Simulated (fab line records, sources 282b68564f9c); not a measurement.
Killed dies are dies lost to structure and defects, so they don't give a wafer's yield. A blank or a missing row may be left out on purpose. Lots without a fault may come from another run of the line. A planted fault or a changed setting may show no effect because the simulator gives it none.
Which tool did it? | flow rit_cmos | 7 lots, 21 wafers sampled, at 2 steps of a route of 202

WHAT THE GAUGES READ, wafer by wafer
RIT_NWELL_TW_MEAS_10.
lot  | measured    | on            | NWELL_TW
L273 | day 2 02:58 | film_metro-02 | 2157 2150 2146
L276 | day 2 17:14 | film_metro-03 | 2159 2149 2146
L278 | day 3 03:15 | film_metro-02 | 2153 2157 2160
L280 | day 3 13:27 | film_metro-02 | 2158 2151 2157
L283 | day 4 05:59 | film_metro-01 | 2135 2145 2120
L287 | day 5 00:24 | film_metro-03 | 2270 2267 2267
L290 | day 5 20:47 | film_metro-02 | 2259 2264 2264

WHICH TOOL RAN EACH LOT (tool, then ch and the chambers of the sampled wafers, then the start)
lot  | RIT_NWELL_IMPLANT_08
L273 | implanter-03 ch 0, day 2 02:39
L276 | implanter-01 ch 0, day 2 16:55
L278 | implanter-03 ch 0, day 3 02:57
L280 | implanter-04 ch 0, day 3 13:08
L283 | implanter-01 ch 0, day 4 05:40
L287 | implanter-01 ch 0, day 5 00:04
L290 | implanter-01 ch 0, day 5 20:28
- RIT_NWELL_IMPLANT_08

THE ANSWER, worked out from the rows above alone
Rule: what is usual is taken from the lots themselves. Put in order of their means at a reading, lots are off if they are a third of the lots or fewer, leave a main group of 4 or more, and stand apart from it by a gap of 3 or more times the standard deviation of the main group's means; of several such gaps the widest counts. A main group whose means are all the same, to the digits that the tables above print for the reading, isn't used. A lot without any number at a reading at which 4 lots or more have one is off too. The other lots that the step has rows for count as sound.
Off: L287, L290, at RIT_NWELL_TW_MEAS_10 (NWELL_TW). The main group: mean 2150, standard deviation 8.4.
A tool fits if, at a process step before that reading, it ran every lot that is off, and no sound lot after the first of them. The gauges at RIT_NWELL_TW_MEAS_10 are tried like those tools. One fits: implanter-01 at RIT_NWELL_IMPLANT_08. Its last sound lot is L283 (day 4 05:40), its first lot that is off L287 (day 5 00:04): a fault that began between those two fits.

WHAT THE SIMULATOR HAD PUT IN
Process parameter drift: implanter-01, from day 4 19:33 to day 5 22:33, at RIT_NWELL_IMPLANT_08. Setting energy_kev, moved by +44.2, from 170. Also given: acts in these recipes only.
Lots struck among those shown: L287, L290. The rule above found the same.
